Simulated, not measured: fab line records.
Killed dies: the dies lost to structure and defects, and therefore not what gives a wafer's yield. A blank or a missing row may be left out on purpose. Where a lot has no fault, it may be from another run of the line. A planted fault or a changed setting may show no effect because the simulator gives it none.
fab line records -- flow berkeleyCmos170
[record] lots = 5, wafers = 27
route steps=331 shown ZERO@12 GATE@141 CONTACT@234 V2@306 M3@323
startH: start of the lot's first displayed wafer, in hours after the record's first day -- waitH: hours elapsed since this lot's preceding step -- " same as the row above -- L1.1+2: several wafers, shown together as one row -- - value missing, or start not given -- * or withheld: withheld -- < > ~ a bound
route shown NAME@n: NAME is a module with steps in the file, n the number in the route of the first one -- usual: the fault-free wafers' mean and standard deviation -- same: alike in all rows -- chamber/n: place in a boat -- sites: each site's reading -- _std_site: the values' standard deviation -- _edge_site: outer sites' mean less inner sites' -- radiusMm: for every site, how far away it sits from the centre of the wafer -- mask NAME#n: copy n -- behind: the tool/chamber that last shaped the wafer -- hold: cause of the lot's hold/its duration in hours/its outcome -- device: the n, p or np transistor that did not switch -- end of line: the route-end tests of the same wafers -- for a step that has no rows: nothing shown but its recipe -- killed: at the first sort, the dies lost to defects and structure; wafer yield is something else -- map: a wafer's dies, marking killed ones x, the rest . and places with no die _
set.NAME: the run value of the setting; set.NAME@STEP: its run value at that earlier step -- model.NAME: the simulator's own value behind a step, which no gauge read
lots run with intentionally changed settings; tables by step, rows by wafer
[[steps]]
[step UCB170_ZERO_ETCH_06]
[recipe] chemistry = CHF3/CF4/Ar, target = SiO2, timeS = 12, pressureMtorr = 100, rfW = 500, CHF3_flow_sccm = 50, cf4FlowSccm = 10, Ar_flow_sccm = 120, overEtchFrac = 1.58
[usual] oesProductAu = 0.616/0.011
lot.wafer,tool,chamber,startH,waitH,set.targetDepthA,oesProductAu
L075.1,rieDiel-02,0,23.48,-,423.6,0.674
L075.2,rieDiel-02,3,23.48,-,516,0.633
L075.3,rieDiel-02,2,23.48,-,516,0.606
L075.4,rieDiel-02,1,23.48,-,423.6,0.672
L075.5,rieDiel-02,2,23.48,-,516,0.600
L075.6,rieDiel-02,3,23.48,-,423.6,0.671
L077.1,rieDiel-01,2,39.45,-,516,0.604
L077.2,rieDiel-01,1,39.45,-,516,0.629
L077.3,rieDiel-01,3,39.45,-,516,0.614
L077.4,rieDiel-01,0,39.45,-,516,0.613
L077.5,rieDiel-01,3,39.45,-,516,0.607
L077.6,rieDiel-01,2,39.45,-,516,0.604
L081.1,rieDiel-03,2,54.67,-,516,0.607
L081.2,rieDiel-03,0,54.67,-,438.3,0.669
L081.3,rieDiel-03,1,54.67,-,516,0.607
L081.4,rieDiel-03,3,54.67,-,516,0.610
L081.5,rieDiel-03,3,54.67,-,438.3,0.652
L081.6,rieDiel-03,0,54.67,-,438.3,0.681
L083.1,rieDiel-03,1,68.62,-,394,0.679
L083.2,rieDiel-03,3,68.62,-,394,0.694
L083.3,rieDiel-03,2,68.62,-,394,0.686
L083.4,rieDiel-03,0,68.62,-,516,0.633
L083.5,rieDiel-03,2,68.62,-,516,0.599
L083.6,rieDiel-03,1,68.62,-,516,0.615
L085.2,rieDiel-02,0,78.46,-,516,0.617
L085.3,rieDiel-02,3,78.46,-,516,0.627
L085.4,rieDiel-02,1,78.46,-,516,0.619
[step UCB170_GATE_ETCH_15]
[recipe] chemistry = HBr/Cl2, target = poly-Si, stopOn = SiO2, overEtchFrac = 0.3, icpW = 300, biasW = 150, timeS = 56.3, pressureMtorr = 15, HBr_flow_sccm = 150, Cl2_flow_sccm = 50, targetDepthA = 2782
[usual] oesProductAu = 0.833/0.016
lot.wafer,tool,chamber,startH,waitH,set.timeS,oesProductAu,model.etch.depthNm,model.GATE.featureDepthNm,model.KrF_of_GATE_COAT_07.thkNm
L075.1,rieSi-01,2,154.57,-,29.18,0.996,145.3,145.3,830.9
L075.2,rieSi-01,1,154.57,-,29.18,1.003,146.5,146.5,830.6
L075.3,rieSi-01,3,154.57,-,56.3,0.824,213.1,213.1,779.9
L075.4,rieSi-01,2,154.57,-,56.3,0.821,215.4,215.4,778.3
L075.5,rieSi-01,3,154.57,-,29.18,0.992,142.8,142.8,831.1
L075.6,rieSi-01,1,154.57,-,56.3,0.819,213.1,213.1,778.8
L077.1,rieSi-02,0,173.10,-,56.3,0.803,212.3,212.3,775.1
L077.2,rieSi-02,3,173.10,-,56.3,0.840,212.7,212.7,777.5
L077.3,rieSi-02,1,173.10,-,56.3,0.851,212.4,212.4,777.9
L077.4,rieSi-02,2,173.10,-,56.3,0.844,214.4,214.4,779.2
L077.5,rieSi-02,1,173.10,-,56.3,0.847,212.1,212.1,778.2
L077.6,rieSi-02,2,173.10,-,56.3,0.840,213.9,213.9,777.4
L081.1,rieSi-01,1,184.45,-,25.27,0.996,125.4,125.4,837.1
L081.2,rieSi-01,2,184.45,-,56.3,0.818,215.5,215.5,777
L081.3,rieSi-01,3,184.45,-,25.27,0.996,123.8,123.8,838.1
L081.4,rieSi-01,0,184.45,-,56.3,0.845,215.8,215.8,775.5
L081.5,rieSi-01,0,184.45,-,56.3,0.845,214.3,214.3,778.3
L081.6,rieSi-01,1,184.45,-,25.27,1.000,124.5,124.5,837.2
L083.1,rieSi-02,2,201.71,-,56.3,0.847,213.7,213.7,774.8
L083.2,rieSi-02,1,201.71,-,56.3,0.840,213.4,213.4,774.2
L083.3,rieSi-02,3,201.71,-,87.13,0.767,212,214.5,712.8
L083.4,rieSi-02,0,201.71,-,87.13,0.733,211.7,214.2,714.5
L083.5,rieSi-02,0,201.71,-,56.3,0.808,212.6,212.6,772.3
L083.6,rieSi-02,1,201.71,-,87.13,0.780,211.8,214.3,712.6
L085.2,rieSi-02,1,210.91,-,56.3,0.853,213.1,213.1,774.9
L085.3,rieSi-02,2,210.91,-,56.3,0.839,211.9,211.9,775.5
L085.4,rieSi-02,0,210.91,-,56.3,0.804,214.9,214.9,777.4
[step UCB170_CONTACT_ETCH_18]
[recipe] chemistry = CHF3/CF4/Ar, target = PSG, stopOn = TiSi2, CHF3_flow_sccm = 45, cf4FlowSccm = 15, Ar_flow_sccm = 150, pressureMtorr = 200, rfW = 700, targetDepthA = 8400, overEtchFrac = 0.2, timeS = 195
lot.wafer,tool,chamber,startH,waitH,set.timeS,model.CONTACT.featureDepthNm,model.etch.depthNm,model.KrF_of_CONTACT_COAT_10.thkNm
L075.1,rieDiel-01,0,-,-,195,694.9,694.9,689.9
L075.2,rieDiel-01,1,-,-,292.9,694.1,694.1,591
L075.3,rieDiel-01,2,-,-,195,690.8,690.8,688.4
L075.4,rieDiel-01,0,-,-,292.9,695.7,695.7,591.5
L075.5,rieDiel-01,2,-,-,292.9,698.3,698.3,587.4
L075.6,rieDiel-01,1,-,-,195,698.2,698.2,685.5
L077.1,rieDiel-02,3,-,-,195,695.7,695.7,691
L077.2,rieDiel-02,2,-,-,106.4,459.1,459.1,782
L077.3,rieDiel-02,1,-,-,195,696.4,696.4,692.4
L077.4,rieDiel-02,0,-,-,195,697.4,697.4,691.7
L077.5,rieDiel-02,0,-,-,106.4,455.4,455.4,780.3
L077.6,rieDiel-02,1,-,-,106.4,462.9,462.9,777.2
L081.1,rieDiel-01,0,-,-,195,690.9,690.9,694.6
L081.2,rieDiel-01,1,-,-,305.8,686.4,686.4,578.7
L081.3,rieDiel-01,3,-,-,305.8,690.8,690.8,583.2
L081.4,rieDiel-01,2,-,-,305.8,691.8,691.8,579.4
L081.5,rieDiel-01,3,-,-,195,689.3,689.3,692.3
L081.6,rieDiel-01,2,-,-,195,687.7,687.7,694.3
L083.1,rieDiel-02,0,-,-,239.1,689.4,689.4,653.3
L083.2,rieDiel-02,3,-,-,195,684.1,684.1,695.5
L083.3,rieDiel-02,2,-,-,239.1,678.2,678.2,649.9
L083.4,rieDiel-02,1,-,-,195,686.5,686.5,697.1
L083.5,rieDiel-02,0,-,-,195,682.7,682.7,695.3
L083.6,rieDiel-02,1,-,-,239.1,686.1,686.1,652.8
L085.2,rieDiel-01,0,-,-,195,694.6,694.6,697.3
L085.3,rieDiel-01,1,-,-,195,698.1,698.1,693.6
L085.4,rieDiel-01,2,-,-,195,695.2,695.2,695.1
[step UCB170_CONTACT_STRIP_19]
[recipe] chemistry = O2, powerW = 400, pressureMtorr = 3500, platenTempC = withheld, o2FlowSccm = 400, overashFraction = 0.5
[step UCB170_CONTACT_CD_MEAS_90]
[recipe] targetCdNm = 700
[usual] cdNm = 700.4/1.3
lot.wafer,tool,chamber,startH,waitH,set.timeS@CONTACT_ETCH_18,cdNm
L075.1,cdSem-01,-,174.57,0.1,195,700.8
L075.2,cdSem-01,-,174.57,0.1,292.9,704.7
L075.3,cdSem-01,-,174.57,0.1,195,702.0
L075.4,cdSem-01,-,174.57,0.1,292.9,705.1
L075.5,cdSem-01,-,174.57,0.1,292.9,705.9
L075.6,cdSem-01,-,174.57,0.1,195,700.6
L077.1,cdSem-01,-,196.80,0.1,195,701.7
L077.2,cdSem-01,-,196.80,0.1,106.4,697.8
L077.3,cdSem-01,-,196.80,0.1,195,702.2
L077.4,cdSem-01,-,196.80,0.1,195,701.7
L077.5,cdSem-01,-,196.80,0.1,106.4,698.6
L077.6,cdSem-01,-,196.80,0.1,106.4,696.8
L081.1,cdSem-01,-,208.58,0.1,195,702.1
L081.2,cdSem-01,-,208.58,0.1,305.8,703.9
L081.3,cdSem-01,-,208.58,0.1,305.8,705.6
L081.4,cdSem-01,-,208.58,0.1,305.8,706.6
L081.5,cdSem-01,-,208.58,0.1,195,701.4
L081.6,cdSem-01,-,208.58,0.1,195,701.8
L083.1,cdSem-02,-,230.06,0.5,239.1,700.9
L083.2,cdSem-02,-,230.06,0.5,195,699.0
L083.3,cdSem-02,-,230.06,0.5,239.1,701.8
L083.4,cdSem-02,-,230.06,0.5,195,698.7
L083.5,cdSem-02,-,230.06,0.5,195,701.8
L083.6,cdSem-02,-,230.06,0.5,239.1,701.7
L085.2,cdSem-01,-,233.36,0.1,195,700.5
L085.3,cdSem-01,-,233.36,0.1,195,703.6
L085.4,cdSem-01,-,233.36,0.1,195,701.3
[step UCB170_V2_ETCH_14]
[recipe] chemistry = CHF3/CF4/Ar, target = SiO2, stopOn = Al, CHF3_flow_sccm = 45, cf4FlowSccm = 15, Ar_flow_sccm = 150, pressureMtorr = 200, rfW = 700, targetDepthA = 12500, overEtchFrac = 0.25, timeS = 291
[usual] oesProductAu = 0.884/0.016
lot.wafer,tool,chamber,startH,waitH,set.timeS,oesProductAu,model.V2.featureDepthNm,model.etch.depthNm,model.KrF_of_V2_COAT_07.thkNm
L075.1,rieDiel-04,3,189.21,0.0,291,0.892,1025,1025,602.4
L075.2,rieDiel-04,1,189.21,0.0,291,0.883,1024,1023,609.7
L075.3,rieDiel-04,2,189.21,0.0,291,0.870,1025,1025,603.6
L075.4,rieDiel-04,0,189.21,0.0,291,0.890,1024,1024,606.7
L075.5,rieDiel-04,1,189.21,0.0,291,0.889,1024,1024,605.6
L075.6,rieDiel-04,2,189.21,0.0,291,0.876,1024,1024,603
L077.1,rieDiel-04,2,208.78,0.0,206.2,1.004,897.7,897.7,689.5
L077.2,rieDiel-04,1,208.78,0.0,291,0.879,1024,1024,606
L077.3,rieDiel-04,0,208.78,0.0,291,0.899,1025,1025,612.5
L077.4,rieDiel-04,2,208.78,0.0,291,0.889,1024,1024,608.5
L077.5,rieDiel-04,0,208.78,0.0,206.2,1.002,883.3,883.3,692.4
L077.6,rieDiel-04,1,208.78,0.0,206.2,1.005,902.2,902.2,687.3
L081.1,rieDiel-01,1,222.64,0.0,132.2,1.032,572.7,572.7,757.9
L081.2,rieDiel-01,2,222.64,0.0,291,0.865,1024,1024,609.5
L081.3,rieDiel-01,0,222.64,0.0,291,0.878,1026,1026,612
L081.4,rieDiel-01,3,222.64,0.0,132.2,1.030,570.6,570.6,760.1
L081.5,rieDiel-01,3,222.64,0.0,132.2,1.023,565.1,565.1,763.4
L081.6,rieDiel-01,2,222.64,0.0,291,0.866,1023,1023,607.7
L083.1,rieDiel-02,0,242.92,0.0,244.5,0.985,1026,1026,656.7
L083.2,rieDiel-02,3,242.92,0.0,291,0.897,1025,1025,613.6
L083.3,rieDiel-02,1,242.92,0.0,291,0.883,1024,1024,612
L083.4,rieDiel-02,2,242.92,0.0,244.5,0.948,1024,1024,657.4
L083.5,rieDiel-02,1,242.92,0.0,291,0.882,1024,1024,612.3
L083.6,rieDiel-02,0,242.92,0.0,244.5,0.977,1025,1025,657.3
L085.2,rieDiel-02,1,247.07,0.0,291,0.887,1024,1024,611.7
L085.3,rieDiel-02,3,247.07,0.0,291,0.900,1024,1024,613.4
L085.4,rieDiel-02,0,247.07,0.0,291,0.894,1025,1025,612.2
[step UCB170_V2_STRIP_15]
[recipe] chemistry = O2, powerW = 400, pressureMtorr = 3500, platenTempC = withheld, o2FlowSccm = 400, overashFraction = 0.5
[usual] stripTimeToEndpointS = 15.28/0.086
lot.wafer,tool,chamber,startH,waitH,set.timeS@V2_ETCH_14,stripTimeToEndpointS
L075.1,plasmaAsher-01,0,189.38,0.1,291,15.13
L075.2,plasmaAsher-01,1,189.38,0.1,291,15.29
L075.3,plasmaAsher-01,0,189.38,0.1,291,15.16
L075.4,plasmaAsher-01,1,189.38,0.1,291,15.23
L075.5,plasmaAsher-01,0,189.38,0.1,291,15.20
L075.6,plasmaAsher-01,1,189.38,0.1,291,15.14
L077.1,plasmaAsher-01,1,208.96,0.1,206.2,17.12
L077.2,plasmaAsher-01,0,208.96,0.1,291,15.20
L077.3,plasmaAsher-01,1,208.96,0.1,291,15.37
L077.4,plasmaAsher-01,0,208.96,0.1,291,15.30
L077.5,plasmaAsher-01,0,208.96,0.1,206.2,17.21
L077.6,plasmaAsher-01,1,208.96,0.1,206.2,17.08
L081.1,plasmaAsher-03,0,222.82,0.1,132.2,18.78
L081.2,plasmaAsher-03,1,222.82,0.1,291,15.30
L081.3,plasmaAsher-03,1,222.82,0.1,291,15.35
L081.4,plasmaAsher-03,0,222.82,0.1,132.2,18.82
L081.5,plasmaAsher-03,1,222.82,0.1,132.2,18.89
L081.6,plasmaAsher-03,0,222.82,0.1,291,15.26
L083.1,plasmaAsher-03,1,243.10,0.1,244.5,16.36
L083.2,plasmaAsher-03,0,243.10,0.1,291,15.41
L083.3,plasmaAsher-03,0,243.10,0.1,291,15.37
L083.4,plasmaAsher-03,1,243.10,0.1,244.5,16.37
L083.5,plasmaAsher-03,0,243.10,0.1,291,15.35
L083.6,plasmaAsher-03,1,243.10,0.1,244.5,16.36
L085.2,plasmaAsher-01,1,247.24,0.1,291,15.34
L085.3,plasmaAsher-01,0,247.24,0.1,291,15.40
L085.4,plasmaAsher-01,1,247.24,0.1,291,15.37
[step UCB170_V2_CD_MEAS_90]
[recipe] targetCdNm = 700
[usual] cdNm = 700.2/1.4
lot.wafer,tool,chamber,startH,waitH,set.timeS@V2_ETCH_14,cdNm
L075.1,cdSem-02,-,189.48,0.1,291,699.6
L075.2,cdSem-02,-,189.48,0.1,291,699.9
L075.3,cdSem-02,-,189.48,0.1,291,697.8
L075.4,cdSem-02,-,189.48,0.1,291,697.4
L075.5,cdSem-02,-,189.48,0.1,291,697.9
L075.6,cdSem-02,-,189.48,0.1,291,698.6
L077.1,cdSem-01,-,209.06,0.1,206.2,696.8
L077.2,cdSem-01,-,209.06,0.1,291,699.8
L077.3,cdSem-01,-,209.06,0.1,291,700.7
L077.4,cdSem-01,-,209.06,0.1,291,700.7
L077.5,cdSem-01,-,209.06,0.1,206.2,698.1
L077.6,cdSem-01,-,209.06,0.1,206.2,696.6
L081.1,cdSem-02,-,222.92,0.1,132.2,691.8
L081.2,cdSem-02,-,222.92,0.1,291,698.1
L081.3,cdSem-02,-,222.92,0.1,291,698.1
L081.4,cdSem-02,-,222.92,0.1,132.2,693.0
L081.5,cdSem-02,-,222.92,0.1,132.2,693.2
L081.6,cdSem-02,-,222.92,0.1,291,699.3
L083.1,cdSem-01,-,243.20,0.1,244.5,698.7
L083.2,cdSem-01,-,243.20,0.1,291,700.1
L083.3,cdSem-01,-,243.20,0.1,291,699.7
L083.4,cdSem-01,-,243.20,0.1,244.5,697.3
L083.5,cdSem-01,-,243.20,0.1,291,699.0
L083.6,cdSem-01,-,243.20,0.1,244.5,698.1
L085.2,cdSem-01,-,247.36,0.1,291,700.1
L085.3,cdSem-01,-,247.36,0.1,291,700.5
L085.4,cdSem-01,-,247.36,0.1,291,698.8
[step UCB170_M3_DEVELOP_14]
[recipe] developer = TMAH, developTimeS = 45, resist = KrF, devTempC = 21
lot.wafer,tool,chamber,startH,waitH,set.developTimeS
L075.1+5+6,lithoTrack-01,0,-,-,56.12
L075.2+3+4,lithoTrack-01,0,-,-,45
L077.1+2+4,lithoTrack-03,0,-,-,19.02
L077.3+5+6,lithoTrack-03,0,-,-,45
L081.1+4+6,lithoTrack-04,0,-,-,19.56
L081.2+3+5,lithoTrack-04,0,-,-,45
L083.1+2+3+4+5+6,lithoTrack-04,0,-,-,45
L085.2+3+4,lithoTrack-03,0,-,-,45
[step UCB170_M3_CD_MEAS_15]
[recipe] targetCdNm = 700
[usual] cdNm = 699.8/0.99
lot.wafer,tool,chamber,startH,waitH,set.developTimeS@M3_DEVELOP_14,cdNm
L075.1,cdSem-01,-,191.87,-,56.12,699.4
L075.2,cdSem-01,-,191.87,-,45,699.1
L075.3,cdSem-01,-,191.87,-,45,700.4
L075.4,cdSem-01,-,191.87,-,45,701.0
L075.5,cdSem-01,-,191.87,-,56.12,700.1
L075.6,cdSem-01,-,191.87,-,56.12,698.9
L077.1,cdSem-01,-,211.55,-,19.02,706.5
L077.2,cdSem-01,-,211.55,-,19.02,706.9
L077.3,cdSem-01,-,211.55,-,45,699.7
L077.4,cdSem-01,-,211.55,-,19.02,707.4
L077.5,cdSem-01,-,211.55,-,45,699.6
L077.6,cdSem-01,-,211.55,-,45,699.8
L081.1,cdSem-02,-,225.51,-,19.56,707.1
L081.2,cdSem-02,-,225.51,-,45,700.8
L081.3,cdSem-02,-,225.51,-,45,700.3
L081.4,cdSem-02,-,225.51,-,19.56,705.6
L081.5,cdSem-02,-,225.51,-,45,701.8
L081.6,cdSem-02,-,225.51,-,19.56,706.6
L083.1,cdSem-01,-,245.81,-,45,699.7
L083.2,cdSem-01,-,245.81,-,45,700.0
L083.3,cdSem-01,-,245.81,-,45,700.4
L083.4,cdSem-01,-,245.81,-,45,699.1
L083.5,cdSem-01,-,245.81,-,45,699.8
L083.6,cdSem-01,-,245.81,-,45,700.8
L085.2,cdSem-01,-,253.51,-,45,700.3
L085.3,cdSem-01,-,253.51,-,45,699.3
L085.4,cdSem-01,-,253.51,-,45,700.2
[step UCB170_M3_ETCH_17]
[recipe] chemistry = N2/H2, targetDepthA = withheld, overetchA = withheld, target = BARC, timeS = withheld, sourceW = 500, biasW = 100, pressureMtorr = 30, n2FlowSccm = 100, h2FlowSccm = 200
lot.wafer,tool,chamber,startH,waitH,set.developTimeS@M3_DEVELOP_14,model.M3.cdNm
L075.1,rieDiel-03,3,192.02,0.0,*,699.9
L075.2,rieDiel-03,1,192.02,0.0,*,698.5
L075.3,rieDiel-03,2,192.02,0.0,*,699.6
L075.4,rieDiel-03,0,192.02,0.0,*,700.4
L075.5,rieDiel-03,0,192.02,0.0,*,700.4
L075.6,rieDiel-03,3,192.02,0.0,*,698.6
L077.1,rieDiel-04,1,211.70,0.0,*,706.2
L077.2,rieDiel-04,0,211.70,0.0,*,707.5
L077.3,rieDiel-04,2,211.70,0.0,*,699.7
L077.4,rieDiel-04,1,211.70,0.0,*,707.2
L077.5,rieDiel-04,0,211.70,0.0,*,699.2
L077.6,rieDiel-04,2,211.70,0.0,*,699.9
L081.1,rieDiel-04,0,225.67,0.0,*,706.5
L081.2,rieDiel-04,3,225.67,0.0,*,700.7
L081.3,rieDiel-04,2,225.67,0.0,*,700
L081.4,rieDiel-04,1,225.67,0.0,*,704.2
L081.5,rieDiel-04,2,225.67,0.0,*,701.7
L081.6,rieDiel-04,1,225.67,0.0,*,705.7
L083.1,rieDiel-01,2,245.96,0.0,*,700.5
L083.2,rieDiel-01,3,245.96,0.0,*,700
L083.3+5,rieDiel-01,1,245.96,0.0,*,700.1
L083.4,rieDiel-01,0,245.96,0.0,*,699.4
L083.6,rieDiel-01,2,245.96,0.0,*,700.8
L085.2,rieDiel-01,3,253.64,0.0,*,700.5
L085.3,rieDiel-01,2,253.64,0.0,*,699.6
L085.4,rieDiel-01,1,253.64,0.0,*,700.6
[[key]]
[split] step = UCB170_ZERO_ETCH_06, setting = targetDepthA, stated = 516, by = wafer
[response] step = UCB170_ZERO_ETCH_06, reading = oesProductAu, change = -0.00327, per = 1%, r = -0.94
[split] step = UCB170_GATE_ETCH_15, setting = timeS, stated = 56.3, by = wafer
[response] step = UCB170_GATE_ETCH_15, reading = oesProductAu, change = -0.00254, per = 1%, r = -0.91
[response] step = UCB170_GATE_ETCH_15, reading = model.etch.depthNm, shape = bent, atLowest = 124.6, atStated = 213.6, atHighest = 211.8
[response] step = UCB170_GATE_ETCH_15, reading = model.GATE.featureDepthNm, shape = bent, atLowest = 124.6, atStated = 213.6, atHighest = 214.4
[response] step = UCB170_GATE_ETCH_15, reading = model.KrF_of_GATE_COAT_07.thkNm, change = -1.09, per = 1%, r = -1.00
[split] step = UCB170_CONTACT_ETCH_18, setting = timeS, stated = 195, by = wafer
[response] step = UCB170_CONTACT_ETCH_18, reading = model.CONTACT.featureDepthNm, shape = bent, atLowest = 459.1, atStated = 692.2, atHighest = 689.7
[response] step = UCB170_CONTACT_ETCH_18, reading = model.etch.depthNm, shape = bent, atLowest = 459.1, atStated = 692.2, atHighest = 689.7
[response] step = UCB170_CONTACT_ETCH_18, reading = model.KrF_of_CONTACT_COAT_10.thkNm, change = -1.96, per = 1%, r = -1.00
[response] step = UCB170_CONTACT_CD_MEAS_90, reading = cdNm, change = +0.0764, per = 1%, r = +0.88
[split] step = UCB170_V2_ETCH_14, setting = timeS, stated = 291, by = wafer
[response] step = UCB170_V2_ETCH_14, reading = oesProductAu, change = -0.00327, per = 1%, r = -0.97
[response] step = UCB170_V2_ETCH_14, reading = model.V2.featureDepthNm, change = +7.01, per = 1%, r = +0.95
[response] step = UCB170_V2_ETCH_14, reading = model.etch.depthNm, change = +7.01, per = 1%, r = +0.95
[response] step = UCB170_V2_ETCH_14, reading = model.KrF_of_V2_COAT_07.thkNm, change = -2.76, per = 1%, r = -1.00
[response] step = UCB170_V2_STRIP_15, reading = stripTimeToEndpointS, change = *, per = 1%, r = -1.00
[response] step = UCB170_V2_CD_MEAS_90, reading = cdNm, change = +0.107, per = 1%, r = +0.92
[split] step = UCB170_M3_DEVELOP_14, setting = developTimeS, stated = 45, by = wafer
[response] step = UCB170_M3_CD_MEAS_15, reading = cdNm, change = -0.104, per = 1%, r = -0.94
[response] step = UCB170_M3_ETCH_17, reading = model.M3.cdNm, change = -0.0961, per = 1%, r = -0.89
